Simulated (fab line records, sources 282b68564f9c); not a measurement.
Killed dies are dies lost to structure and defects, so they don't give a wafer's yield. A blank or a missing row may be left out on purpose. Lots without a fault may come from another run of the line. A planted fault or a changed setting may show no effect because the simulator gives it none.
One fault seen from 2 desks | flow rit_cmos | each desk has only its own numbers; what lay behind them comes last

THE METROLOGY DESK
What the gauges read, lot by lot, whatever tool the lot ran on: means of the sampled wafers that have a number. A lot is out of limits, marked OUT, if its mean lies more than 4 standard deviations from the usual mean; the brackets give that distance.
Columns: A = NLDD_OVL at RIT_NLDD_OVL_MEAS_06, usual 1.0 nm; B = cd_nm at RIT_M1_CD_MEAS_09, usual 2599.6 nm
lot  | first seen here | A    | B
L969 | day 2 16:50     | 0.9  | 2603.1
L970 | day 2 23:16     | -0.1 | 2597.6
L971 | day 3 03:49     | -0.1 | 2602.3
L972 | day 3 09:19     | 2.2  | 2601.0
L973 | day 3 13:55     | 1.3  | 2602.2
L976 | day 4 04:35     | 0.6  | 2602.0
L977 | day 4 10:13     | 1.3  | 2598.2
L983 | day 5 16:06     | 0.1  | 2600.7
L984 | day 5 20:52     | 1.2  | 2599.6
L985 | day 6 01:21     | 4.0  | 2597.7
L986 | day 6 05:44     | 2.2  | 2599.3
L992 | day 7 11:38     | 0.8  | 2602.2
This desk's finding: nothing out of limits on any of the 12 lots.

THE TOOL OWNER'S DESK: litho_track-03
The tool's own readings at RIT_PLDD_COAT_01 (resist thk 1000 nm): means of the sampled wafers that have a number, for each lot that ran on this tool. A lot is out of limits, marked OUT, if its mean lies more than 4 standard deviations from the usual mean; the brackets give that distance.
Columns: A = spin_speed_rpm at RIT_PLDD_COAT_01, usual 3250.0 rpm
lot  | first seen here | A
L976 | day 4 05:20     | 3178.2 (-34) OUT
L977 | day 4 11:07     | 3178.0 (-34) OUT
This desk's finding: out of limits on L976, L977; first on L976, day 4 05:20 (spin_speed_rpm at RIT_PLDD_COAT_01). In limits: none.

PUT TOGETHER
The tool owner's desk could have raised an alarm at day 4 05:20, on L976, L977.
The metrology desk saw nothing out of limits.
The metrology desk has L976, L977 on record, within its limits.
Of the lots named, all ran RIT_PLDD_COAT_01 on litho_track-03.

WHAT THE SIMULATOR HAD PUT IN
Process parameter drift: litho_track-03, from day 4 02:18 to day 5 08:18, at RIT_PLDD_COAT_01. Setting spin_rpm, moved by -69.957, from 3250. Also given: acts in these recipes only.
Lots struck among those shown: L976, L977.
Hours from the fault's start to each desk's first reading out of limits: the tool owner's desk, 3.
